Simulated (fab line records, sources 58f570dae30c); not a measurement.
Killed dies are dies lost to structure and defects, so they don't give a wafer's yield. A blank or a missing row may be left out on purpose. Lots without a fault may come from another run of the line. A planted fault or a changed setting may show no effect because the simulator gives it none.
fab line records | flow berkeley_cmos170
record lots=14 wafers=42 last_day=11
route steps=331 shown GATE@133
lots that met no fault: from a run of the same line without faults
start_h: hours from the record's first day to the start of the lot's first wafer shown | wait_h: hours since the lot's step before | " the same as in the row above | L1.1+2: a row that stands for several wafers | - no value, or no start given | * or withheld: withheld | < > ~ a bound
route shown NAME@n: a module of which the file shows steps, and the number in the route of the first | usual: mean/standard deviation of fault-free wafers | same: alike in all rows | chamber/n: place in a boat | sites: the reading at each site | _std_site: their standard deviation | _edge_site: outer sites' mean less inner sites' | radius_mm: how far each site lies from the wafer's centre | mask NAME#n: copy n | behind: the tool/chamber that last shaped the wafer | hold: why the lot was held/for how many hours/how that ended | device: the transistor (n, p or np) that didn't switch | end of line: the same wafers' tests at the end of the route | a step without rows: its recipe alone | killed: dies lost to structure and defects at the first sort, not the wafer's yield | map: a wafer's dies, x killed, . not, _ none there
set.NAME: the setting as run; set.NAME@STEP: as run at that earlier step | model.NAME: the simulator's own value behind a step, which no gauge read
steps of the route over a sample of lots; a table a step, a row a wafer
## steps
# step UCB170_GATE_COAT_07
# recipe resist=KrF spin_rpm=1500 resist_thk_nm=900
# usual exhaust_pa=45.1/0.73
# columns lot.wafer tool chamber start_h wait_h exhaust_pa
L963.2 litho_track-02 0 118 - 45.0
L963.3 " 0 " " 46.7
L963.4 " 0 " " 45.2
L964.2 litho_track-02 0 126 - 44.3
L964.4 " 0 " " 44.3
L964.5 " 0 " " 45.0
L966.1 litho_track-01 0 138 - 46.0
L966.2 " 0 " " 45.4
L966.5 " 0 " " 45.5
L967.1 litho_track-03 0 138 - 45.6
L967.4 " 0 " " 46.3
L967.5 " 0 " " 46.0
L968.1 litho_track-02 0 138 - 44.5
L968.4 " 0 " " 45.5
L968.6 " 0 " " 44.8
L965.2 litho_track-01 0 142 - 44.8
L965.4 " 0 " " 44.4
L965.6 " 0 " " 45.2
L971.1 litho_track-01 0 166 - 45.0
L971.2 " 0 " " 44.6
L971.4 " 0 " " 45.3
L972.2 litho_track-03 0 166 - 44.7
L972.5 " 0 " " 45.9
L972.6 " 0 " " 45.8
L977.2 litho_track-03 0 192 - 45.1
L977.3 " 0 " " 44.0
L977.6 " 0 " " 45.2
L979.4 litho_track-01 0 196 - 45.2
L979.5 " 0 " " 47.0
L979.6 " 0 " " 45.8
L980.2 litho_track-02 0 203 - 44.8
L980.4 " 0 204 - 44.8
L980.5 " 0 " " 45.4
L983.4 litho_track-01 0 218 - 44.5
L983.5 " 0 " " 44.7
L983.6 " 0 " " 45.4
L984.1 litho_track-01 0 222 - 44.6
L984.2 " 0 " " 44.9
L984.5 " 0 " " 45.0
L985.3 litho_track-01 0 229 - 44.4
L985.4 " 0 " " 45.8
L985.6 " 0 " " 45.4
# step UCB170_GATE_CD_MEAS_12
# recipe target_cd_nm=350
# usual cd_nm=350.3/1.4
# columns lot.wafer tool chamber start_h wait_h cd_nm
L963.2 cd_sem-02 - 119.30 - 350.9
L963.3 " - " " 348.9
L963.4 " - " " 350.2
L964.2 cd_sem-02 - 127.58 - 349.6
L964.4 " - " " 349.2
L964.5 " - " " 349.7
L968.1 cd_sem-02 - 139.41 - 348.9
L968.4 " - " " 349.0
L968.6 " - " " 348.8
L966.1 cd_sem-01 - 139.43 - 349.1
L966.2 " - " " 351.0
L966.5 " - " " 350.2
L967.1 cd_sem-01 - 139.71 - 351.2
L967.4 " - " " 350.3
L967.5 " - " " 351.5
L965.2 cd_sem-01 - 142.82 - 348.1
L965.4 " - " " 348.4
L965.6 " - " " 349.0
L971.1 cd_sem-02 - 167.46 - 353.0
L971.2 " - " " 350.9
L971.4 " - " " 352.7
L972.2 cd_sem-02 - 167.72 - 359.5
L972.5 " - " " 358.1
L972.6 " - " " 358.5
L977.2 cd_sem-02 - 193.66 - 354.2
L977.3 " - " " 355.1
L977.6 " - " " 355.3
L979.4 cd_sem-01 - 197.20 - 351.5
L979.5 " - " " 351.8
L979.6 " - " " 351.5
L980.2 cd_sem-01 - 205.18 - 349.3
L980.4 " - " " 349.1
L980.5 " - " " 350.6
L983.4 cd_sem-02 - 220.04 - 349.4
L983.5 " - " " 350.9
L983.6 " - " " 350.1
L984.1 cd_sem-01 - 222.82 - 351.6
L984.2 " - " " 350.9
L984.5 " - " " 351.4
L985.3 cd_sem-02 - 231.02 - 348.9
L985.4 " - " " 350.4
L985.6 " - " " 350.3
## key
first_sign step=UCB170_GATE_CD_MEAS_12 reading=cd_nm direction=up sigmas=4.5 usual=350.3 struck=356.8 through=control_loop
effect none on later readings
met_at UCB170_GATE_COAT_07
struck_lots L972,L977
tester_left_out L972,L977
loop_trim step=UCB170_GATE_EXPOSE_09 setting=dose lots=L977
onset_between 138 166
fault kind=process_parameter_drift tool=litho_track-03 chamber=- onset_h=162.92 steps=UCB170_GATE_COAT_07 channel=resist_thk_nm offset=* shape=step end_h=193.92 acts_in=* stated=*
# tester_left_out: of these lots the tester's yield and bins aren't shown, on N5 and GAA mostly nor the transistor test; their killed dies are dies lost to structure and defects alone, not to doping, threshold or leakage, so they don't give the yield
# loop_trim: a control loop set the setting to another value than it would have without faults
